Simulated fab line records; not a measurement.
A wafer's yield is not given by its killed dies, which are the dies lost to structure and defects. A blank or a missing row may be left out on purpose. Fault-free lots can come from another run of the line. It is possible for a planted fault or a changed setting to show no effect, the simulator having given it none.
Chamber matching    flow berkeleyCmos170    4 sister chambers for UCB170_GATE_ETCH_15 on rieSi-01
The step etches poly-Si in HBr/Cl2, stops on SiO2, time 56.3 s, target depth 278.2 nm. 8 wafers are shown with their chamber, then 7 later ones without.

== WAFERS PAIRED WITH THEIR CHAMBERS ==
wafer   chamber  throttleValvePct (%)  oesProductAu (a.u.)
L451.4  3        26.64                 0.832
L460.5  1        26.52                 0.821
L459.1  2        26.31                 0.843
L466.1  3        26.62                 0.802
L466.4  0        26.31                 0.829
L466.5  2        26.29                 0.824
L467.3  1        26.51                 0.815
L467.4  0        26.30                 0.828

== WAFERS WHOSE CHAMBER IS MISSING ==
wafer   throttleValvePct (%)  oesProductAu (a.u.)
L467.5  26.30                 0.821
L471.3  26.31                 0.832
L471.4  26.32                 0.844
L471.5  26.30                 0.826
L474.1  26.31                 0.828
L474.2  26.63                 0.814
L474.5  26.33                 0.839

== WHICH CHAMBER EACH ONE RAN IN ==
wafer   from the rows above      in truth
L467.5  can't be placed: 0 or 2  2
L471.3  can't be placed: 0 or 2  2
L471.4  can't be placed: 0 or 2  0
L471.5  can't be placed: 0 or 2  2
L474.1  can't be placed: 0 or 2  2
L474.2  3                        3
L474.5  can't be placed: 0 or 2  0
Correctly placed: 1 of 7. Can't be placed from these rows: 6 (the true chamber is among the candidates in 6). Placed wrongly: 0.
How it was worked out, from the rows above alone: a wafer's distance from a chamber is the root of the sum, over the readings, of the square of ((its reading less the chamber's mean) divided by the reading's scatter). The wafer belongs to the nearest chamber; if the next one is less than 2 further off, it can't be placed. For every chamber, the mean is computed from those of its wafers that are shown. The scatter: the root of (the sum of the squares of (reading less its chamber's mean) over the shown wafers, divided by (wafers less chambers)).
